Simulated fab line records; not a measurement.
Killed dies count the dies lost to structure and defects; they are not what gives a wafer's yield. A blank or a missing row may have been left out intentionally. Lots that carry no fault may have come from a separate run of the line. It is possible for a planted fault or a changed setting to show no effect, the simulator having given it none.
Chamber matching ; flow berkeley cmos170 ; rie si-02 running UCB170_GATE_ETCH_15: 4 sister chambers
The step etches poly-Si in HBr/Cl2, stops on SiO2, time 56.3 s, target depth 278.2 nm. 4 wafers are shown with their chamber, then 7 later ones without.

## WAFERS PAIRED WITH THEIR CHAMBERS
wafer;chamber;throttle valve pct (%)
L478.2;2;26.06
L484.5;1;26.47
L484.6;0;26.47
L490.4;3;26.37

## WAFERS WITH NO CHAMBER GIVEN
wafer;throttle valve pct (%)
L490.6;26.03
L500.1;26.38
L500.2;26.05
L500.4;26.48
L496.1;26.49
L496.5;26.39
L496.6;26.49

## WHICH CHAMBER EACH WENT THROUGH
wafer;from the rows above;in truth
L490.6;2;2
L500.1;3;3
L500.2;2;2
L500.4;can't be placed: 0 or 1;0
L496.1;can't be placed: 0 or 1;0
L496.5;3;3
L496.6;can't be placed: 0 or 1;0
4 of 7 placed correctly. From these rows, 3 cannot be placed; in 3 the true chamber is one of the candidates. Wrongly placed: 0.
How it was worked out, from the rows above alone: a wafer's distance from a chamber is the root of the sum, over the readings, of the square of ((its reading less the chamber's mean) divided by the reading's scatter). If the next closest chamber is less than 2 further off than the closest, the wafer can't be placed; otherwise it belongs to the closest. The mean given for a chamber averages the wafers shown for that chamber. The scatter (one wafer shown for each chamber): square how far every hidden wafer sits from the nearest shown wafer, average those squares and take the square root.
